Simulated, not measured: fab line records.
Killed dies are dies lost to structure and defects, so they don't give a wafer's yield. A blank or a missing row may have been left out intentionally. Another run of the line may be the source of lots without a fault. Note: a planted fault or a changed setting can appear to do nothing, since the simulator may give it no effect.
Which tool was responsible? / flow berkeley_cmos170 / Sampling: 14 lots, 42 wafers, 3 of 331 route steps

== WHAT THE GAUGES SHOWED, per wafer ==
UCB170_SDANNEAL_RS_MEAS_03: measurement is done with a four-point probe.
lot=L205; measured=day 8 10:57; on=film_metro-03; NSD_RS (ohm/sq)=37.71 37.70 37.77
lot=L207; measured=day 8 22:20; on=film_metro-02; NSD_RS (ohm/sq)=37.74 37.72 37.77
lot=L206; measured=day 8 22:37; on=film_metro-04; NSD_RS (ohm/sq)=37.77 37.65 37.73
lot=L204; measured=day 8 22:49; on=film_metro-03; NSD_RS (ohm/sq)=37.57 37.55 37.47
lot=L208; measured=day 9 02:00; on=film_metro-04; NSD_RS (ohm/sq)=37.71 37.67 37.82
lot=L210; measured=day 9 02:47; on=film_metro-02; NSD_RS (ohm/sq)=37.65 37.56 37.60
lot=L211; measured=day 9 11:08; on=film_metro-03; NSD_RS (ohm/sq)=37.59 37.64 37.69
lot=L213; measured=day 9 21:22; on=film_metro-02; NSD_RS (ohm/sq)=37.72 37.64 37.75
lot=L216; measured=day 10 09:40; on=film_metro-02; NSD_RS (ohm/sq)=37.71 37.64 37.58
lot=L215; measured=day 10 09:49; on=film_metro-04; NSD_RS (ohm/sq)=37.72 37.67 37.71
lot=L222; measured=day 12 03:07; on=film_metro-04; NSD_RS (ohm/sq)=37.71 37.65 37.60
lot=L221; measured=day 12 03:28; on=film_metro-03; NSD_RS (ohm/sq)=37.72 37.80 37.77
lot=L223; measured=day 13 09:48; on=film_metro-04; NSD_RS (ohm/sq)=37.71 37.64 37.78
lot=L224; measured=day 13 09:50; on=film_metro-03; NSD_RS (ohm/sq)=37.62 37.72 37.60

UCB170_CONTACT_CD_MEAS_90: the cd target is 700 nm.
lot=L205; measured=day 8 16:09; on=cd_sem-01; cd_nm (nm)=699.1 700.6 700.2
lot=L207; measured=day 9 03:23; on=cd_sem-01; cd_nm (nm)=701.0 698.8 701.6
lot=L206; measured=day 9 05:14; on=cd_sem-01; cd_nm (nm)=699.7 698.9 699.4
lot=L204; measured=day 9 05:05; on=cd_sem-01; cd_nm (nm)=699.9 697.4 699.4
lot=L208; measured=day 9 07:00; on=cd_sem-01; cd_nm (nm)=699.8 698.7 700.0
lot=L210; measured=day 9 09:07; on=cd_sem-01; cd_nm (nm)=696.7 698.3 697.0
lot=L211; measured=day 9 16:25; on=cd_sem-01; cd_nm (nm)=702.0 701.5 702.0
lot=L213; measured=day 10 04:12; on=cd_sem-01; cd_nm (nm)=699.9 699.3 700.2
lot=L216; measured=day 10 15:35; on=cd_sem-01; cd_nm (nm)=700.7 697.6 700.3
lot=L215; measured=day 10 15:50; on=cd_sem-01; cd_nm (nm)=699.5 701.1 699.1
lot=L222; measured=day 12 10:04; on=cd_sem-01; cd_nm (nm)=699.6 702.1 701.1
lot=L221; measured=day 12 09:41; on=cd_sem-02; cd_nm (nm)=697.2 701.1 700.4
lot=L223; measured=day 13 14:47; on=cd_sem-02; cd_nm (nm)=700.2 698.4 698.2
lot=L224; measured=day 13 15:04; on=cd_sem-01; cd_nm (nm)=701.3 701.7 700.3

== TOOL THAT RAN EACH LOT (tool first, then ch and the chambers of the sampled wafers, then the start) ==
lot=L205; UCB170_CONTACT_ETCH_17=rie_diel-01 ch 2,3, day 8 15:51
lot=L207; UCB170_CONTACT_ETCH_17=rie_diel-02 ch 0,2, day 9 03:07
lot=L206; UCB170_CONTACT_ETCH_17=rie_diel-03 ch 0,2, day 9 04:59
lot=L204; UCB170_CONTACT_ETCH_17=rie_diel-02 ch 0,1, day 9 04:44
lot=L208; UCB170_CONTACT_ETCH_17=rie_diel-03 ch 0,1, day 9 06:44
lot=L210; UCB170_CONTACT_ETCH_17=rie_diel-02 ch 0,2, day 9 08:50
lot=L211; UCB170_CONTACT_ETCH_17=rie_diel-01 ch 2,3, day 9 16:05
lot=L213; UCB170_CONTACT_ETCH_17=rie_diel-03 ch 1,2, day 10 03:54
lot=L216; UCB170_CONTACT_ETCH_17=rie_diel-02 ch 0,1,3, day 10 15:19
lot=L215; UCB170_CONTACT_ETCH_17=rie_diel-01 ch 1,2, day 10 15:33
lot=L222; UCB170_CONTACT_ETCH_17=rie_diel-03 ch 0,2,3, day 12 09:47
lot=L221; UCB170_CONTACT_ETCH_17=rie_diel-01 ch 0,1,2, day 12 09:25
lot=L223; UCB170_CONTACT_ETCH_17=rie_diel-03 ch 0,1,2, day 13 14:31
lot=L224; UCB170_CONTACT_ETCH_17=rie_diel-02 ch 2,3, day 13 14:46
- UCB170_CONTACT_ETCH_17: etches BARC in N2/H2.

== AS READ BY THE TOOLS THEMSELVES (means over the sampled wafers that have a number; for cases with no such wafer, the mark the record gives instead) ==
UCB170_CONTACT_ETCH_17.
lot=L205; tool=rie_diel-01; chamber_pressure_mTorr (mTorr)=30.001; drypump_motor_current_A (A)=5.9; oes_product_au (a.u.)=1.024; throttle_valve_pct (%)=13.06
lot=L207; tool=rie_diel-02; chamber_pressure_mTorr (mTorr)=29.989; drypump_motor_current_A (A)=5.7; oes_product_au (a.u.)=0.962; throttle_valve_pct (%)=13.51
lot=L206; tool=rie_diel-03; chamber_pressure_mTorr (mTorr)=29.988; drypump_motor_current_A (A)=5.6; oes_product_au (a.u.)=1.010; throttle_valve_pct (%)=13.27
lot=L204; tool=rie_diel-02; chamber_pressure_mTorr (mTorr)=30.037; drypump_motor_current_A (A)=5.3; oes_product_au (a.u.)=0.986; throttle_valve_pct (%)=13.32
lot=L208; tool=rie_diel-03; chamber_pressure_mTorr (mTorr)=29.974; drypump_motor_current_A (A)=5.6; oes_product_au (a.u.)=1.006; throttle_valve_pct (%)=13.35
lot=L210; tool=rie_diel-02; chamber_pressure_mTorr (mTorr)=30.025; drypump_motor_current_A (A)=5.5; oes_product_au (a.u.)=0.971; throttle_valve_pct (%)=13.52
lot=L211; tool=rie_diel-01; chamber_pressure_mTorr (mTorr)=29.991; drypump_motor_current_A (A)=5.8; oes_product_au (a.u.)=1.009; throttle_valve_pct (%)=13.18
lot=L213; tool=rie_diel-03; chamber_pressure_mTorr (mTorr)=30.014; drypump_motor_current_A (A)=5.0; oes_product_au (a.u.)=1.008; throttle_valve_pct (%)=13.22
lot=L216; tool=rie_diel-02; chamber_pressure_mTorr (mTorr)=29.990; drypump_motor_current_A (A)=5.5; oes_product_au (a.u.)=0.986; throttle_valve_pct (%)=13.35
lot=L215; tool=rie_diel-01; chamber_pressure_mTorr (mTorr)=30.012; drypump_motor_current_A (A)=5.8; oes_product_au (a.u.)=1.005; throttle_valve_pct (%)=13.30
lot=L222; tool=rie_diel-03; chamber_pressure_mTorr (mTorr)=30.010; drypump_motor_current_A (A)=5.5; oes_product_au (a.u.)=1.006; throttle_valve_pct (%)=13.34
lot=L221; tool=rie_diel-01; chamber_pressure_mTorr (mTorr)=29.985; drypump_motor_current_A (A)=5.8; oes_product_au (a.u.)=1.013; throttle_valve_pct (%)=13.32
lot=L223; tool=rie_diel-03; chamber_pressure_mTorr (mTorr)=30.025; drypump_motor_current_A (A)=5.4; oes_product_au (a.u.)=1.006; throttle_valve_pct (%)=13.28
lot=L224; tool=rie_diel-02; chamber_pressure_mTorr (mTorr)=30.016; drypump_motor_current_A (A)=6.0; oes_product_au (a.u.)=0.978; throttle_valve_pct (%)=13.44

== THE ANSWER, worked out from the rows above alone ==
Rule: the lots themselves supply what counts as usual. The widest of any qualifying gaps counts: lots, ordered by their means at a reading, are off when they make up no more than a third of the lots, leave a main group of 4 or more, and stand apart from it by 3 or more times the standard deviation of that group's means. A main group is skipped when, at the precision printed for the reading in the tables above, its means are all equal. A lot without any number at a reading at which 4 lots or more have one is off too. All remaining lots with rows at the step are treated as sound. Order of review: gauges by route order, followed by the tools' own readings, for which a lot's mean as printed above is used. The first step at which some lot is off is used, and at that step the reading that is off furthest; a lot without a number counts as furthest.
No lot is off at any reading shown: from this, nothing can be told.

== WHAT THE SIMULATOR PUT IN ==
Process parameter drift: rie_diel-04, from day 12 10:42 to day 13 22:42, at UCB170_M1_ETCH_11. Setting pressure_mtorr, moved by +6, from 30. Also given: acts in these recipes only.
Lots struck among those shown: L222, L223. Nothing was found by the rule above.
